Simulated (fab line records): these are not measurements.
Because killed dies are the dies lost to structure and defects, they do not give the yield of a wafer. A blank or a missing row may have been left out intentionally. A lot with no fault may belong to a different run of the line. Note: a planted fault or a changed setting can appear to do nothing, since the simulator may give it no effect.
Comparing a struck lot with a sound one / flow berkeley cmos170 / 17 out of 331 route steps
Sound: the wafers L622.3, L622.4, L622.6. The struck wafers were L639.1, L639.5, L639.6. Last of all comes the cause.
Order at every step that has rows: each side's tool, ch and its chambers, its first start. Under that, the readings that differ: sound wafers / struck wafers / difference of the means / sigmas: that difference in standard deviations of wafers without a fault.
alike: same words and numbers on both sides, and readings whose means sit less than 2 such deviations apart. not compared: any withheld reading, any reading some wafer has no value for, any bound like >300 that may hide the same value, and any number with overlapping values for which the record gives no deviation.
The two part at a step that has a row with sigmas, a row that says differs or no value, or rows on one side only. Numbers that don't overlap but have no deviation are shown without sigmas and don't part them. A reading missing from all wafers of one side parts the sides only when that side holds two or more wafers.

first, 5 steps without rows for these wafers: UCB170_NLDD_COAT_01 (resist thk 900 nm); UCB170_NLDD_SOFTBAKE_02 (time 60 s); UCB170_NLDD_EXPOSE_03 (exposes mask NSELECT, target cd 1200 nm); UCB170_NLDD_PEB_04; UCB170_NLDD_DEVELOP_05 (develop time 45 s).
UCB170_NLDD_CD_MEAS_06 targets a cd of 1200 nm.
  sound on cd sem-02, day 7 23:46; struck on cd sem-01, day 12 03:20
reading=cd nm (nm); sound=1201.2 1201.4 1200.9; struck=1197.1 1197.8 1196.9; difference=-3.9; sigmas=-3
UCB170_NLDD_OVL_MEAS_07:
  sound on overlay-01, day 7 23:52; struck on overlay-01, day 12 03:27
  alike: NLDD_OVL
then, 2 steps without rows for these wafers: UCB170_NLDD_IMPLANT_08; UCB170_NLDD_IMPLANT_09.
UCB170_NLDD_STRIP_10: strips in O2.
  sound on plasma asher-03 ch 0,1, day 8 00:13; struck on plasma asher-03 ch 0,1, day 12 03:47
  alike: drypump motor current A, oes product au, strip time to endpoint s
  not compared: rf hours counter h
UCB170_NLDD_TW_MEAS_11:
  sound on film metro-01, day 8 00:18; struck on film metro-01, day 12 03:53
  alike: NLDD_TW
then, 1 step without rows for these wafers: UCB170_NLDD_CLEAN_12 (cleans in SPM, time 600 s).
UCB170_SPACER_CVD_00: deposits SiO2 from TEOS/O2, target thk 376 nm, time 47 s.
  sound on pecvd-03 ch 0,1, day 8 00:32; struck on pecvd-04 ch 0,1, day 12 04:07
reading=heater power w (W); sound=384 399 388; struck=252 168 331; difference=-140; sigmas=-2
  not compared: since wet clean h
UCB170_SPACER_THK_MEAS_01:
  sound on film metro-04, day 8 00:36; struck on film metro-04, day 12 04:23
reading=SPACER_TEOS_THK (nm); sound=375 379 382; struck=282 292 282; difference=-93; sigmas=-18
  not compared: hold
UCB170_SPACER_ETCHBACK_03: etches SiO2 in CHF3/CF4/Ar, stops on Si, target depth 376 nm, time 100 s.
  sound on rie diel-03 ch 0,1, day 8 07:00; struck on rie diel-02 ch 1,3, day 12 14:02
reading=oes product au (a.u.); sound=0.897 0.903 0.923; struck=0.715 0.736 0.745; difference=-0.176; sigmas=-11
  alike: drypump motor current A, throttle valve pct
  not compared: rf hours counter h
then, 1 step without rows for these wafers: UCB170_PSD_HMDS_00 (prime time 60 s).
UCB170_M3_PROBE_99:
  only the struck wafers here have rows in the record (prober-01, day 13 18:55); the sound ones have none

WHERE THEY PART
Last at UCB170_M3_PROBE_99 as far as this record goes, first at UCB170_NLDD_CD_MEAS_06.

WHY: what the simulator had put in
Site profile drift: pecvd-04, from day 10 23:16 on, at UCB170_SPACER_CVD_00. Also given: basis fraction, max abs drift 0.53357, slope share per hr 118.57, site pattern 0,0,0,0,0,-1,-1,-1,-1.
